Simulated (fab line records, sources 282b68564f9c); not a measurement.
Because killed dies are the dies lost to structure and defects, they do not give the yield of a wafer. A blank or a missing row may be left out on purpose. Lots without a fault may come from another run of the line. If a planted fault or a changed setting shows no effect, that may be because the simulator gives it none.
fab line records	flow rit_cmos
record lots=5	wafers=27
route steps=202 shown ACTIVE@14 GATE@95 SPACER@125 CONTACT@175
start_h: hours from the record's opening day to when the first of the lot's shown wafers began	wait_h: hours elapsed since this lot's preceding step	" unchanged from the row above	L1.1+2: one row covering several wafers at once	- no value, or no start given	* or withheld: withheld	< > ~ a bound
route shown NAME@n: names a module that has steps shown in the file, with the first one's number in the route	usual: average and standard deviation across the fault-free wafers	same: alike in all rows	chamber/n: place in a boat	sites: each site's reading	_std_site: how widely they spread, as a standard deviation	_edge_site: inner sites' mean taken away from outer sites' mean	radius_mm: how far each site lies from the wafer's centre	mask NAME#n: copy n	behind: the tool/chamber that last shaped the wafer	hold: the reason the lot was held/the length of the hold in hours/how it ended	device: which transistor (n, p or np) failed to switch	end of line: at the end of the route, the tests of the same wafers	a step with no rows: only its recipe	killed: dies lost to structure and defects at the first sort, not the wafer's yield	map: dies across one wafer; x = killed, . = not, _ = none there
set.NAME: the run value of the setting; set.NAME@STEP: its run value at that earlier step	model.NAME: the simulator's own value behind a step, which no gauge read
lots with deliberately changed settings; one table per step, one row per wafer
## steps
# step RIT_ACTIVE_ETCH_13
# recipe stop_on=SiO2	chemistry=SF6	target=Si3N4	time_s=210	over_etch_frac=0.4	SF6_flow_sccm=200	pressure_mtorr=260	rf_w=125	target_depth_a=2100
# usual oes_product_au=0.823/0.012
lot.wafer	tool	chamber	start_h	wait_h	set.time_s	oes_product_au	model.SiO2_of_ACTIVE_OXIDATION_01.thk_nm	model.NOVOLAK_of_ACTIVE_COAT_06.thk_nm
L077.1	rie_diel-03	3	29.92	0.1	289.3	0.803	20.6	566.7
L077.2	"	1	"	"	210	0.811	46.43	642.8
L077.3	"	0	"	"	289.3	0.811	20.18	561.8
L077.4	"	2	"	"	210	0.826	43.78	643.2
L077.5	"	3	"	"	289.3	0.788	21.19	567.5
L077.6	"	0	"	"	210	0.821	46.25	647.7
L078.1	rie_diel-04	3	34.83	0.1	84.46	1.039	45.97	788.6
L078.2	"	2	"	"	210	0.847	46.54	654
L078.3	"	1	"	"	84.46	1.030	46.01	790.6
L078.4	"	0	"	"	210	0.827	45.14	651.8
L078.5	"	3	"	"	84.46	1.039	46.09	786.7
L078.6	"	2	"	"	210	0.841	45.65	654.5
L080.1	rie_diel-01	0	44.83	0.1	210	0.808	45.45	653.7
L080.3	"	3	"	"	210	0.829	45.82	659.4
L080.4	"	1	"	"	210	0.834	44.45	643.7
L083.1	rie_diel-04	3	61.19	0.1	325.3	0.801	0	516.2
L083.2	"	2	"	"	210	0.831	48.06	654.5
L083.3	"	1	"	"	325.3	0.815	0	526.7
L083.4	"	0	"	"	210	0.819	46.34	655.5
L083.5	"	3	"	"	210	0.827	45.51	648.2
L083.6	"	0	"	"	325.3	0.800	0	529.8
L084.1	rie_diel-03	3	65.42	0.1	210	0.807	47.22	660.8
L084.2	"	0	"	"	210	0.826	47.07	658.1
L084.3	"	1	"	"	210	0.814	46.76	650.1
L084.4	"	2	"	"	210	0.811	45.71	650.6
L084.5	"	1	"	"	210	0.817	46.87	656
L084.6	"	0	"	"	210	0.829	47.99	655.8
# step RIT_GATE_ETCH_19
# recipe chemistry=SF6/CHF3/O2	time_s=165	SF6_flow_sccm=30	CHF3_flow_sccm=30	O2_flow_sccm=5	target=poly-Si	pressure_mtorr=40	rf_w=160	target_depth_a=3125	over_etch_frac=0.25	stop_on=SiO2
lot.wafer	tool	chamber	start_h	wait_h	set.time_s	model.GATE.feature_depth_nm	model.etch.depth_nm	model.NOVOLAK_of_GATE_COAT_11.thk_nm
L077.1	rie_si-02	2	52.45	0.1	165	245.6	245.6	669.9
L077.2	"	0	"	"	165	246.2	246.2	674
L077.3	"	3	"	"	243.6	247	247	633.8
L077.4	"	1	"	"	165	247.3	247.3	670.4
L077.5	"	3	"	"	243.6	246.8	246.8	632.2
L077.6	"	0	"	"	243.6	246.5	246.5	634.1
L078.1	rie_si-01	0	57.06	0.1	165	250.6	250.6	672
L078.2	"	2	"	"	165	250.9	250.9	669
L078.3	"	1	"	"	198.3	251	251	653.5
L078.4	"	3	"	"	198.3	251.9	251.9	656.4
L078.5	"	1	"	"	165	252.1	252.1	674.3
L078.6	"	2	"	"	198.3	251.6	251.6	652.7
L080.1	rie_si-01	1	68.73	0.1	165	245.2	245.2	671
L080.3	"	2	"	"	165	247.7	247.7	668.2
L080.4	"	0	"	"	165	247.5	247.5	670.2
L083.1	rie_si-02	3	82.99	0.1	165	249.8	249.8	671.8
L083.2	"	0	"	"	85.13	157.5	157.5	708.7
L083.3	"	2	"	"	85.13	159.2	159.2	710
L083.4	"	1	"	"	165	250.1	250.1	671.3
L083.5	"	0	"	"	85.13	157.1	157.1	711.7
L083.6	"	3	"	"	165	251.9	251.9	669.8
L084.1	rie_si-01	3	86.63	0.1	165	246	246	674.3
L084.2	"	0	"	"	86.29	161.1	161.1	712.5
L084.3	"	1	"	"	165	244.7	244.7	675.7
L084.4	"	2	"	"	86.29	165.8	165.8	710.3
L084.5	"	1	"	"	165	245.7	245.7	673.3
L084.6	"	0	"	"	86.29	160.3	160.3	712.5
# step RIT_SPACER_CLEAN_00
# recipe chemistry=SC1	mix=3:3:50	time_s=600	temp_c=75
lot.wafer	tool	chamber	start_h	wait_h	set.time_s	model.SiO2_of_FOX2_OXIDATION_00.thk_nm	model.SiO2_of_REOX_OXIDATION_03.thk_nm
L077.1	-	-	-	0.1	339.2	226.4	25.06
L077.2	"	-	"	"	339.2	235.1	25.18
L077.3	"	-	"	"	339.2	224.5	25.15
L077.4	"	-	"	"	339.2	228.9	25.01
L077.5	"	-	"	"	339.2	228.7	24.37
L077.6	"	-	"	"	339.2	224.6	24.95
L078.1	-	-	-	0.1	506	236.9	24.2
L078.2	"	-	"	"	506	239	23.51
L078.3	"	-	"	"	506	231.7	23.96
L078.4	"	-	"	"	506	237.6	23.89
L078.5	"	-	"	"	506	242.3	23.93
L078.6	"	-	"	"	506	237.3	24.08
L080.1	wet_bench-03	2	75.09	0.1	600	235.1	23.66
L080.3	"	2	"	"	600	237.7	23.34
L080.4	"	2	"	"	600	235.4	23.54
L083.1	-	-	-	0.1	766	252.7	23.07
L083.2	"	-	"	"	766	258	23.2
L083.3	"	-	"	"	766	253.8	22.91
L083.4	"	-	"	"	766	249.1	22.88
L083.5	"	-	"	"	766	256.8	22.84
L083.6	"	-	"	"	766	247.5	23.09
L084.1	-	-	-	0.1	889.8	255.3	22.53
L084.2	"	-	"	"	889.8	255.6	22.8
L084.3	"	-	"	"	889.8	253.3	22.62
L084.4	"	-	"	"	889.8	257.8	22.24
L084.5	"	-	"	"	889.8	252.3	22.5
L084.6	"	-	"	"	889.8	258.8	22.79
# step RIT_CONTACT_DEVELOP_07
# recipe resist=NOVOLAK	develop_time_s=120	dev_temp_c=23
lot.wafer	tool	chamber	start_h	wait_h	set.develop_time_s
L077.1+2+3+4+5+6	litho_track-02	0	-	-	120
L078.1+3+4	litho_track-02	0	-	-	120
L078.2+5+6	"	0	"	"	177.7
L080.1+3+4	litho_track-01	0	-	-	120
L083.1+2+3+4+5+6	litho_track-02	0	-	-	120
L084.1+2+5	litho_track-02	0	-	-	188.1
L084.3+4+6	"	0	"	"	120
# step RIT_CONTACT_CD_MEAS_08
# recipe target_cd_nm=1000
# usual cd_nm=1000.1/2.2
lot.wafer	tool	chamber	start_h	wait_h	set.develop_time_s@CONTACT_DEVELOP_07	cd_nm
L077.1	cd_sem-01	-	67.47	-	120	1003.1
L077.2	"	-	"	"	120	1002.8
L077.3	"	-	"	"	120	1003.3
L077.4	"	-	"	"	120	1003.3
L077.5	"	-	"	"	120	1004.1
L077.6	"	-	"	"	120	1002.8
L078.1	cd_sem-02	-	72.08	-	120	999.3
L078.2	"	-	"	"	177.7	1028.5
L078.3	"	-	"	"	120	998.8
L078.4	"	-	"	"	120	996.7
L078.5	"	-	"	"	177.7	1028.9
L078.6	"	-	"	"	177.7	1029.1
L080.1	cd_sem-02	-	82.96	-	120	998.2
L080.3	"	-	"	"	120	1001.3
L080.4	"	-	"	"	120	1000.4
L083.1	cd_sem-01	-	97.43	-	120	1002.6
L083.2	"	-	"	"	120	1002.5
L083.3	"	-	"	"	120	1001.7
L083.4	"	-	"	"	120	1002.8
L083.5	"	-	"	"	120	1002.3
L083.6	"	-	"	"	120	1004.0
L084.1	cd_sem-01	-	101.50	-	188.1	1037.3
L084.2	"	-	"	"	188.1	1037.3
L084.3	"	-	"	"	120	1001.5
L084.4	"	-	"	"	120	1001.1
L084.5	"	-	"	"	188.1	1037.9
L084.6	"	-	"	"	120	1002.6
# step RIT_CONTACT_HARDBAKE_10
# recipe resist=NOVOLAK	temp_c=140	time_s=60
# step RIT_CONTACT_ETCH_11
# recipe target_depth_a=4800	over_etch_frac=0.2	stop_on=TiSi2	chemistry=CHF3/CF4/Ar	target=SiO2	CHF3_flow_sccm=50	cf4_flow_sccm=10	Ar_flow_sccm=100	O2_flow_sccm=5	pressure_mtorr=100	rf_w=200	time_s=320
lot.wafer	tool	chamber	start_h	wait_h	set.develop_time_s@CONTACT_DEVELOP_07	model.CONTACT.cd_nm
L077.1+2+4+6	rie_diel-04	3,1,2,2	67.78	0.1	120	1003
L077.3+5	"	0,1	"	"	120	1004
L078.1	rie_diel-02	0	72.38	0.1	120	998.9
L078.2	"	2	"	"	177.7	1028
L078.3	"	3	"	"	120	998.8
L078.4	"	0	"	"	120	996.3
L078.5+6	"	2,3	"	"	177.7	1029
L080.1	rie_diel-01	1	83.27	0.1	120	998.7
L080.3	"	2	"	"	120	1001
L080.4	"	3	"	"	120	1000
L083.1+4	rie_diel-02	3	97.73	0.1	120	1003
L083.2+3+5	"	2,0,2	"	"	120	1002
L083.6	"	0	"	"	120	1004
L084.1	rie_diel-04	1	101.82	0.1	188.1	1037
L084.2+5	"	0,2	"	"	188.1	1038
L084.3	"	3	"	"	120	1002
L084.4	"	2	"	"	120	1001
L084.6	"	3	"	"	120	1003
# step RIT_CONTACT_STRIP_12
# recipe chemistry=O2	time_s=180	resist=NOVOLAK	platen_temp_c=withheld	power_w=500	pressure_mtorr=4000	o2_flow_sccm=4000
# step RIT_CONTACT_CD_MEAS_90
# recipe target_cd_nm=1000
# usual cd_nm=1000.1/2.2
lot.wafer	tool	chamber	start_h	wait_h	set.develop_time_s@CONTACT_DEVELOP_07	cd_nm
L077.1	cd_sem-01	-	68.15	0.1	120	1003.2
L077.2	"	-	"	"	120	1003.2
L077.3	"	-	"	"	120	1003.6
L077.4	"	-	"	"	120	1003.4
L077.5	"	-	"	"	120	1004.5
L077.6	"	-	"	"	120	1003.1
L078.1	cd_sem-01	-	72.75	0.1	120	999.0
L078.2	"	-	"	"	177.7	1028.2
L078.3	"	-	"	"	120	998.8
L078.4	"	-	"	"	120	996.5
L078.5	"	-	"	"	177.7	1028.1
L078.6	"	-	"	"	177.7	1028.7
L080.1	cd_sem-02	-	83.64	0.1	120	998.5
L080.3	"	-	"	"	120	1001.6
L080.4	"	-	"	"	120	1000.5
L083.1	cd_sem-01	-	98.10	0.1	120	1003.3
L083.2	"	-	"	"	120	1001.9
L083.3	"	-	"	"	120	1001.4
L083.4	"	-	"	"	120	1002.8
L083.5	"	-	"	"	120	1002.7
L083.6	"	-	"	"	120	1003.9
L084.1	cd_sem-02	-	102.19	0.1	188.1	1037.2
L084.2	"	-	"	"	188.1	1037.9
L084.3	"	-	"	"	120	1001.4
L084.4	"	-	"	"	120	1001.5
L084.5	"	-	"	"	188.1	1038.1
L084.6	"	-	"	"	120	1002.7
## key
split step=RIT_ACTIVE_ETCH_13	setting=time_s	stated=210	by=wafer
response step=RIT_ACTIVE_ETCH_13	reading=oes_product_au	shape=bent	at_lowest=1.036	at_stated=0.824	at_highest=0.805
response step=RIT_ACTIVE_ETCH_13	reading=model.SiO2_of_ACTIVE_OXIDATION_01.thk_nm	shape=bent	at_lowest=46.02	at_stated=46.17	at_highest=0
response step=RIT_ACTIVE_ETCH_13	reading=model.NOVOLAK_of_ACTIVE_COAT_06.thk_nm	change=-2.26	per=1%	r=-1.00
split step=RIT_GATE_ETCH_19	setting=time_s	stated=165	by=wafer
response step=RIT_GATE_ETCH_19	reading=model.GATE.feature_depth_nm	shape=bent	at_lowest=157.9	at_stated=248.1	at_highest=246.8
response step=RIT_GATE_ETCH_19	reading=model.etch.depth_nm	shape=bent	at_lowest=157.9	at_stated=248.1	at_highest=246.8
response step=RIT_GATE_ETCH_19	reading=model.NOVOLAK_of_GATE_COAT_11.thk_nm	change=-0.801	per=1%	r=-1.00
split step=RIT_SPACER_CLEAN_00	setting=time_s	stated=600	by=lot
response step=RIT_SPACER_CLEAN_00	reading=model.SiO2_of_FOX2_OXIDATION_00.thk_nm	change=+0.314	per=1%	r=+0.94
response step=RIT_SPACER_CLEAN_00	reading=model.SiO2_of_REOX_OXIDATION_03.thk_nm	change=-0.0251	per=1%	r=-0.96
split step=RIT_CONTACT_DEVELOP_07	setting=develop_time_s	stated=120	by=wafer
response step=RIT_CONTACT_CD_MEAS_08	reading=cd_nm	change=+0.633	per=1%	r=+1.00
response step=RIT_CONTACT_ETCH_11	reading=model.CONTACT.cd_nm	change=+0.629	per=1%	r=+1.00
response step=RIT_CONTACT_CD_MEAS_90	reading=cd_nm	change=+0.631	per=1%	r=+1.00
